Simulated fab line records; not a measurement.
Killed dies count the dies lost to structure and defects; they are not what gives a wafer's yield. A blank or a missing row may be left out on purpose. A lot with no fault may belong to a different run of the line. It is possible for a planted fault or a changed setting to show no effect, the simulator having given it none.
Chamber matching	flow ritCmos	3 sister chambers for RIT_GATE_ETCH_19 on rieSi-01
The step etches poly-Si in SF6/CHF3/O2, stops on SiO2, time 170.6 s, target depth 312.5 nm. 14 wafers are shown with their chamber, then 6 later ones without.

EACH WAFER AND ITS CHAMBER
wafer	chamber	drypumpMotorCurrentA (A)	throttleValvePct (%)	oesProductAu (a.u.)
L426.2	2	6.1	10.36	0.838
L426.3	1	6.3	10.30	0.810
L426.4	3	4.9	10.46	0.831
L428.3	1	6.3	10.31	0.796
L428.4	2	6.0	10.36	0.839
L428.6	3	4.9	10.47	0.829
L434.1	3	4.9	10.45	0.831
L434.5	1	6.3	10.31	0.808
L434.6	3	4.9	10.45	0.824
L436.1	1	6.3	10.30	0.814
L436.3	3	4.8	10.46	0.814
L436.5	2	6.0	10.36	0.821
L440.1	2	6.0	10.35	0.866
L440.4	2	6.0	10.35	0.865

SIGNATURES (averages over the wafers above)
reading	chamber 1	chamber 2	chamber 3	scatter within a chamber
drypumpMotorCurrentA	6.300	6.020	4.880	0.0381
throttleValvePct	10.3050	10.3560	10.4580	0.00674
oesProductAu	0.80700	0.84580	0.82580	0.0131
Rule: a wafer's distance from a chamber is the root of the sum, over the readings, of the square of ((its reading less the chamber's mean) divided by the reading's scatter). The wafer belongs to the nearest chamber; if the next one is less than 2 further off, it can't be placed. The scatter is the square root of a quotient: the sum, over the shown wafers, of each reading's squared deviation from its chamber's mean, divided by wafers minus chambers.

WAFERS WITHOUT THEIR CHAMBER
wafer	drypumpMotorCurrentA (A)	throttleValvePct (%)	oesProductAu (a.u.)
L440.5	4.9	10.45	0.846
L444.3	6.3	10.31	0.827
L444.6	6.1	10.35	0.837
L446.3	6.0	10.35	0.833
L446.4	4.9	10.45	0.829
L446.6	6.0	10.35	0.836

EACH ONE'S CHAMBER
wafer	from the rows above	in truth
L440.5	3	3
L444.3	1	1
L444.6	2	2
L446.3	2	2
L446.4	3	3
L446.6	2	2
6 of 6 placed correctly. Number that these rows cannot place: 0. Placed wrongly: 0.
